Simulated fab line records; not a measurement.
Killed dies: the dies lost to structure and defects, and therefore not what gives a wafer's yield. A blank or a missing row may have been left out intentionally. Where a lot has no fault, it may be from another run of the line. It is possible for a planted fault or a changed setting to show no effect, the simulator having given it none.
Tool commonality check + flow berkeley_cmos170 + 11 lots, 33 wafers sampled

== WHY THIS WAS OPENED ==
UCB170_GATE_THK_MEAS_05, reading GATE_POLY_THK: flagged on 2 of 11 lots. Fault-free wafers read 216.1 nm, with a standard deviation of 2.
Rule: a lot gets a flag if all its wafers with a number sit over 4 standard deviations from that mean, or if no wafer of it has a number. All remaining lots are regarded as sound.

| lot  | measured    | on            | GATE_POLY_THK (nm), wafer by wafer | flag    |
|------|-------------|---------------|------------------------------------|---------|
| L158 | day 6 20:46 | film_metro-03 | 217.4 215.3 217.0                  |         |
| L159 | day 7 19:04 | film_metro-03 | 218.9 218.6 217.0                  |         |
| L160 | day 7 19:05 | film_metro-02 | 215.0 214.7 214.2                  |         |
| L161 | day 8 03:59 | film_metro-01 | 215.2 215.8 213.1                  |         |
| L163 | day 8 03:59 | film_metro-03 | 216.7 218.4 217.6                  |         |
| L162 | day 8 04:00 | film_metro-02 | 213.0 215.4 214.0                  |         |
| L165 | day 9 02:23 | film_metro-03 | 185.2 186.8 184.7                  | FLAGGED |
| L164 | day 9 02:24 | film_metro-02 | 189.1 189.2 188.6                  | FLAGGED |
| L166 | day 9 20:58 | film_metro-01 | 216.3 213.6 215.8                  |         |
| L170 | day 9 21:08 | film_metro-01 | 218.0 215.9 216.3                  |         |
| L173 | day 9 21:12 | film_metro-01 | 211.1 211.0 211.1                  |         |
The mean of the flagged lots' numbers is 187.3 nm, -28.8 nm from the usual (-14 standard deviations).

== EACH LOT AND THE TOOL IT RAN ON ==
The record holds 1 process step before the reading, out of a route of 331 steps. Every cell lists first the tool, next ch and the chambers used by the sampled wafers, and last the start.
| lot  | flag    | UCB170_GATE_CVD_04         |
|------|---------|----------------------------|
| L158 |         | lpcvd-01 ch 0, day 6 19:18 |
| L159 |         | lpcvd-02 ch 1, day 7 17:35 |
| L160 |         | lpcvd-02 ch 1, day 7 17:35 |
| L161 |         | lpcvd-01 ch 0, day 8 02:35 |
| L163 |         | lpcvd-01 ch 0, day 8 02:35 |
| L162 |         | lpcvd-01 ch 1, day 8 02:35 |
| L165 | FLAGGED | lpcvd-01 ch 0, day 9 00:59 |
| L164 | FLAGGED | lpcvd-01 ch 1, day 9 00:59 |
| L166 |         | lpcvd-02 ch 1, day 9 19:23 |
| L170 |         | lpcvd-02 ch 1, day 9 19:23 |
| L173 |         | lpcvd-02 ch 1, day 9 19:23 |
What the steps here do:
- UCB170_GATE_CVD_04: deposits poly-Si from SiH4, time 1440 s, target thk 214 nm.
- UCB170_GATE_THK_MEAS_05

== FLAGGED AGAINST TOTAL, ONE TOOL AT A TIME (gauges that did the reading follow at the end) ==
| step                    | tool          | lots run | flagged | share of the flagged lots | sound lots run after its first flagged lot |
|-------------------------|---------------|----------|---------|---------------------------|--------------------------------------------|
| UCB170_GATE_CVD_04      | lpcvd-01      | 6        | 2       | all                       | 0                                          |
| UCB170_GATE_CVD_04      | lpcvd-02      | 5        | 0       | none                      | -                                          |
| UCB170_GATE_THK_MEAS_05 | film_metro-01 | 4        | 0       | none                      | -                                          |
| UCB170_GATE_THK_MEAS_05 | film_metro-02 | 3        | 1       | some                      | 0                                          |
| UCB170_GATE_THK_MEAS_05 | film_metro-03 | 4        | 1       | some                      | 0                                          |

== WHAT THE TABLE ALLOWS ==
1 row of the table ran every flagged lot: lpcvd-01 at UCB170_GATE_CVD_04.
- lpcvd-01 at UCB170_GATE_CVD_04 ran 6 lots, 2 of them flagged. It ran its last sound lot, L161, at day 8 02:35 and its first flagged lot, L164, at day 9 00:59: a fault with its onset between the two fits.
One tool is left: lpcvd-01 at UCB170_GATE_CVD_04.

== WHAT WAS PUT IN BY THE SIMULATOR ==
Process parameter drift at UCB170_GATE_CVD_04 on lpcvd-01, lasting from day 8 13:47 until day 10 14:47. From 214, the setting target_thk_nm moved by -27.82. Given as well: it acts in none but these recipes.
Lots struck among those shown: L165, L164. This agrees with what the rule above found.
